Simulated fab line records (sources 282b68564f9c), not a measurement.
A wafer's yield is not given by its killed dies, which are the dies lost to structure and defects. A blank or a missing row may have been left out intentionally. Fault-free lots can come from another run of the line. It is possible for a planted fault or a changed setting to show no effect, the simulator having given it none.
Check of tool commonality -- flow ritCmos -- Sample size 14 lots and 42 wafers

REASON FOR OPENING
RIT_CONTACT_OVL_MEAS_09, reading CONTACT_OVL: flagged on 2 of 14 lots. Fault-free wafers read -0.1 nm, with a standard deviation of 1.4.
Rule: a lot gets a flag if all its wafers with a number sit over 4 standard deviations from that mean, or if no wafer of it has a number. The rest of the lots are taken to be sound.

lot,measured,on,"CONTACT_OVL (nm), wafer by wafer",flag
L228,day 3 12:50,overlay-01,0.3 1.3 0.5,
L231,day 4 05:47,overlay-01,-0.9 -0.5 1.3,
L233,day 4 16:23,overlay-01,-1.2 -0.7 -0.2,
L234,day 4 19:56,overlay-02,0.0 -2.2 -0.9,
L235,day 5 01:37,overlay-02,-0.8 -3.3 -0.8,
L237,day 5 11:05,overlay-02,-0.9 -3.3 -2.2,
L239,day 5 18:11,overlay-02,1.1 1.1 0.7,
L240,day 5 22:16,overlay-01,3.2 2.3 1.3,
L242,day 6 09:54,overlay-01,-150.7 -152.2 -152.9,FLAGGED
L245,day 7 02:31,overlay-01,0.0 0.9 -0.2,
L247,day 7 09:26,overlay-02,-0.1 -0.7 1.6,
L246,day 7 09:53,overlay-01,-151.6 -150.6 -152.3,FLAGGED
L248,day 7 15:59,overlay-02,-0.1 -0.6 0.0,
L249,day 7 23:45,overlay-01,1.3 2.2 3.0,
The numbers of the flagged lots are -151.7 nm on average: -151.6 nm against the usual, or -99 or more standard deviations.

WHICH TOOL EACH LOT WENT THROUGH
The record holds 1 process step before the reading, out of a route of 202 steps. Each cell gives the tool, then ch followed by the chambers the sampled wafers passed through, then the start.
lot,flag,RIT_CONTACT_EXPOSE_05
L228,,"ilineStepper-02 ch 0, day 3 12:13"
L231,,"ilineStepper-02 ch 0, day 4 05:08"
L233,,"ilineStepper-02 ch 0, day 4 15:35"
L234,,"ilineStepper-02 ch 0, day 4 19:14"
L235,,"ilineStepper-02 ch 0, day 5 00:58"
L237,,"ilineStepper-01 ch 0, day 5 10:27"
L239,,"ilineStepper-02 ch 0, day 5 17:34"
L240,,"ilineStepper-02 ch 0, day 5 21:38"
L242,FLAGGED,"ilineStepper-01 ch 0, day 6 09:17"
L245,,"ilineStepper-02 ch 0, day 7 01:52"
L247,,"ilineStepper-02 ch 0, day 7 08:47"
L246,FLAGGED,"ilineStepper-01 ch 0, day 7 09:15"
L248,,"ilineStepper-02 ch 0, day 7 15:21"
L249,,"ilineStepper-02 ch 0, day 7 23:08"
These steps, and what they do:
- RIT_CONTACT_EXPOSE_05: exposes mask M11, target cd 1000 nm.
- RIT_CONTACT_OVL_MEAS_09

FLAGGED OVER TOTAL, TOOL BY TOOL (the gauges that took the reading come last)
step,tool,lots run,flagged,share of the flagged lots,sound lots run after its first flagged lot
RIT_CONTACT_EXPOSE_05,ilineStepper-01,3,2,all,0
RIT_CONTACT_EXPOSE_05,ilineStepper-02,11,0,none,-
RIT_CONTACT_OVL_MEAS_09,overlay-01,8,2,all,"2 (L245,L249)"
RIT_CONTACT_OVL_MEAS_09,overlay-02,6,0,none,-

WHAT THE TABLE PERMITS
ilineStepper-01 at RIT_CONTACT_EXPOSE_05 and overlay-01 at RIT_CONTACT_OVL_MEAS_09 are the 2 rows of the table that ran each flagged lot.
- ilineStepper-01 at RIT_CONTACT_EXPOSE_05: 2 of its 3 lots flagged. It ran its last sound lot, L237, at day 5 10:27 and its first flagged lot, L242, at day 6 09:17: a fault with its onset between the two fits.
- overlay-01 at RIT_CONTACT_OVL_MEAS_09: 2 of its 8 lots flagged. Sound lots followed the first flagged one (L245, L249) on it, something a lasting fault affecting the whole tool could not allow.
What remains is a single tool, ilineStepper-01 at RIT_CONTACT_EXPOSE_05.

WHAT HAD BEEN PUT IN BY THE SIMULATOR
Scanner matching overlay: ilineStepper-01, from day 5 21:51 on, at RIT_CONTACT_EXPOSE_05. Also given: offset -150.
Shown lots that were struck: L242, L246. The same result came from the rule above.
